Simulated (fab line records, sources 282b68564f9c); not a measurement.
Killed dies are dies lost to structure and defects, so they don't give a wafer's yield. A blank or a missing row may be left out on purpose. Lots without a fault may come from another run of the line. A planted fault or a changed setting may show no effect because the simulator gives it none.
A struck lot beside a sound one | flow rit_cmos | 43 steps out of a route of 202
Sound: wafers L150.3, L150.5, L150.6. Struck: wafers L141.1, L141.2, L141.4. The cause comes at the end.
At each step with rows: each side's tool, then ch and its chambers, then its first start. Under that, the readings that differ: sound wafers | struck wafers | difference of the means | sigmas: that difference in standard deviations of wafers without a fault.
alike: readings whose means differ by less than 2 such deviations, and words and numbers that are the same on both sides. not compared: withheld readings, readings that some wafer has no value for, bounds like >300 that may hide the same value, and numbers for which the record gives no deviation and whose values overlap.
The two part at a step that has a row with sigmas, a row that says differs or no value, or rows on one side only. Numbers that don't overlap but have no deviation are shown without sigmas and don't part them. A reading that every wafer of one side lacks parts them only if that side has two wafers or more.

first, 1 step without rows for these wafers: RIT_WELLDRIVE_ANNEAL_00 (time 14700 s).
RIT_WELLDRIVE_RS_MEAS_01: measures by four-point-probe.
  sound on film_metro-02, day 6 10:29; struck on film_metro-04, day 4 17:14
  alike: NWELL_RS
RIT_WELLDRIVE_RS_MEAS_02: measures by four-point-probe.
  sound on film_metro-02, day 6 10:36; struck on film_metro-04, day 4 17:21
  reading           | sound             | struck            | difference | sigmas
  PWELL_RS (ohm/sq) | 434.3 435.4 434.9 | 436.8 438.5 437.9 | +2.9       | +2
then, 6 steps without rows for these wafers: RIT_NRETRO_HMDS_00 (prime time 60 s); RIT_NRETRO_COAT_01 (resist thk 1300 nm); RIT_NRETRO_SOFTBAKE_02 (time 60 s); RIT_NRETRO_EXPOSE_03 (exposes mask M4, target cd 43900 nm); RIT_NRETRO_PEB_04; RIT_NRETRO_DEVELOP_05 (develop time 68 s).
RIT_NRETRO_OVL_MEAS_06:
  sound on overlay-01, day 6 11:42; struck on overlay-02, day 4 18:40
  alike: NRETRO_OVL
then, 2 steps without rows for these wafers: RIT_NRETRO_HARDBAKE_07 (time 120 s); RIT_NRETRO_IMPLANT_08.
RIT_NRETRO_STRIP_09: strips in O2, time 180 s.
  sound on plasma_asher-02 ch 0,1, day 6 12:11; struck on plasma_asher-01 ch 0,1, day 4 19:17
  alike: drypump_motor_current_A
  not compared: rf_hours_counter_h
RIT_NRETRO_TW_MEAS_10:
  sound on film_metro-02, day 6 12:19; struck on film_metro-02, day 4 19:28
  alike: NRETRO_TW
then, 6 steps without rows for these wafers: RIT_PRETRO_HMDS_00 (prime time 60 s); RIT_PRETRO_COAT_01 (resist thk 1300 nm); RIT_PRETRO_SOFTBAKE_02 (time 60 s); RIT_PRETRO_EXPOSE_03 (exposes mask M5, target cd 43700 nm); RIT_PRETRO_PEB_04; RIT_PRETRO_DEVELOP_05 (develop time 68 s).
RIT_PRETRO_OVL_MEAS_06:
  sound on overlay-02, day 6 13:15; struck on overlay-02, day 4 20:31
  alike: PRETRO_OVL
then, 2 steps without rows for these wafers: RIT_PRETRO_HARDBAKE_07 (time 120 s); RIT_PRETRO_IMPLANT_08.
RIT_PRETRO_STRIP_09: strips in O2, time 180 s.
  sound on plasma_asher-02 ch 0,1, day 6 13:49; struck on plasma_asher-02 ch 0,1, day 4 21:01
  alike: drypump_motor_current_A
  not compared: rf_hours_counter_h
RIT_PRETRO_TW_MEAS_10:
  sound on film_metro-03, day 6 13:57; struck on film_metro-01, day 4 21:11
  alike: PRETRO_TW
then, 5 steps without rows for these wafers: RIT_GATE_WET_ETCH_00 (etches SiO2 in BOE, target depth 56 nm, time 60 s); RIT_GATE_CLEAN_01 (cleans in SC1, time 600 s); RIT_GATE_CLEAN_02 (cleans in dHF, time 30 s); RIT_GATE_CLEAN_03 (cleans in SC2, time 600 s); RIT_GATE_CLEAN_04 (cleans in dHF, time 60 s).
RIT_FOX2_THK_MEAS_91:
  sound on film_metro-03, day 6 14:27; struck on film_metro-01, day 4 21:40
  alike: FIELD_OXIDE_LEFT_2_THK
then, 2 steps without rows for these wafers: RIT_GATE_OXIDATION_05 (target thk 3 nm, ox time 270 s); RIT_GATE_ANNEAL_06 (time 600 s).
RIT_GATE_THK_MEAS_07:
  sound on film_metro-04, day 6 20:19; struck on film_metro-03, day 5 03:58
  alike: GATE_OXIDE_THK
then, 1 step without rows for these wafers: RIT_GATE_CVD_08 (deposits poly-Si from SiH4, target thk 250 nm, time 2220 s).
RIT_GATE_THK_MEAS_09:
  sound on film_metro-03, day 6 21:59; struck on film_metro-04, day 5 05:38
  alike: GATE_POLY_THK
then, 6 steps without rows for these wafers: RIT_GATE_HMDS_10 (prime time 60 s); RIT_GATE_COAT_11 (resist thk 833.8 nm); RIT_GATE_SOFTBAKE_12 (time 60 s); RIT_GATE_EXPOSE_13 (exposes mask M6, target cd 150 nm); RIT_GATE_PEB_14; RIT_GATE_DEVELOP_15 (develop time 50 s).
RIT_M1_PROBE_99:
  sound on prober-02, day 7 22:53; struck on prober-01, day 6 02:56
  reading             | sound | struck   | difference | sigmas
  killed_at_front_end | 7 8 6 | 20 23 20 | +14        | +5
  killed_dies         | 7 8 7 | 20 23 20 | +14        | +4
  killed_on_rim       | 1 4 2 | 8 10 9   | +7         | +5
  alike: killed_at_contacts, killed_open, killed_short

WHERE THEY PART
First at RIT_WELLDRIVE_RS_MEAS_02; last, within this record, at RIT_M1_PROBE_99.

WHY: what the simulator had put in
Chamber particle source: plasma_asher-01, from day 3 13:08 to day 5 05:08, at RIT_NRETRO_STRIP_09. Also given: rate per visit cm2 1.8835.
